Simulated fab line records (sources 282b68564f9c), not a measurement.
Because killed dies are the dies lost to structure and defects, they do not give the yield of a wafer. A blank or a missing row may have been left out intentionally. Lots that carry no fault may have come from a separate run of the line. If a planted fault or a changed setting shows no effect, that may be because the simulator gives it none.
The same fault as seen by 2 desks :: flow ritCmos :: only its own numbers are on each desk; what lay behind them is given at the end

METROLOGY DESK
Means of the sampled wafers that have a number, per lot and without regard to the tool the lot ran on: this is what the gauges read. If a lot's mean is further than 4 standard deviations from the usual mean, the lot is out of limits and carries the mark OUT (the distance appears in the brackets).
Columns: A = NRETRO_TW at RIT_NRETRO_TW_MEAS_10, usual 1055; B = GATE_OVL at RIT_GATE_OVL_MEAS_17, usual -0.5 nm
lot: L722
first seen here: day 2 06:39
A: 1054
B: -1.5

lot: L723
first seen here: day 2 11:02
A: 1055
B: -0.7

lot: L724
first seen here: day 2 17:13
A: 1060
B: -0.0

lot: L725
first seen here: day 2 20:16
A: 1055
B: -0.5

lot: L726
first seen here: day 3 02:31
A: 1062
B: -1.3

lot: L731
first seen here: day 4 02:56
A: 1067
B: -1.4

lot: L732
first seen here: day 4 08:09
A: 1057
B: -0.5

lot: L734
first seen here: day 4 18:43
A: 949 (-17) OUT
B: -2.8

lot: L737
first seen here: day 5 08:16
A: 1050
B: 1.0

lot: L736
first seen here: day 5 15:32
A: 950 (-17) OUT
B: -1.4

lot: L739
first seen here: day 5 21:50
A: 1040
B: 0.8

lot: L740
first seen here: day 6 02:01
A: 1050
B: -1.3

lot: L743
first seen here: day 6 14:46
A: 1059
B: -1.8

lot: L744
first seen here: day 6 20:14
A: 1047
B: -1.5
This desk finds L734, L736 out of limits, with the earliest case on L734 at day 4 18:43 (NRETRO_TW at RIT_NRETRO_TW_MEAS_10). Within limits: L722, L723, L724, L725, L726, L731, L732, L737, L739, L740, L743, L744.

FOR THE TOOL OWNER'S DESK: implanter-04
The tool's own readings at RIT_NRETRO_IMPLANT_08: means of the sampled wafers that have a number, for each lot that ran on this tool. If a lot's mean is further than 4 standard deviations from the usual mean, the lot is out of limits and carries the mark OUT (the distance appears in the brackets).
Columns: A = beamEnergyKeV at RIT_NRETRO_IMPLANT_08, usual 70.006
lot: L722
first seen here: day 2 06:20
A: 70.017

lot: L723
first seen here: day 2 10:44
A: 70.011

lot: L731
first seen here: day 4 02:37
A: 70.021

lot: L732
first seen here: day 4 07:50
A: 69.999

lot: L734
first seen here: day 4 18:25
A: 45.505 (-99 or more) OUT

lot: L736
first seen here: day 5 15:13
A: 45.486 (-99 or more) OUT
This desk finds L734, L736 out of limits, L734 being first, at day 4 18:25 (beamEnergyKeV at RIT_NRETRO_IMPLANT_08). Within limits: L722, L723, L731, L732.

ALL TOGETHER
The tool owner's desk could have raised an alarm at day 4 18:25, on L734, L736.
An alarm was possible from the metrology desk at day 4 18:43, on L734, L736.
All the named lots went through RIT_NRETRO_IMPLANT_08 on implanter-04.

WHAT THE SIMULATOR PUT IN
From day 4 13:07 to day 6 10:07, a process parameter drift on implanter-04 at RIT_NRETRO_IMPLANT_08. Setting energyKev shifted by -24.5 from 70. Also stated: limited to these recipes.
Shown lots that were struck: L734, L736.
Hours from the fault's start to each desk's first reading out of limits: the tool owner's desk, 5; the metrology desk, 6.
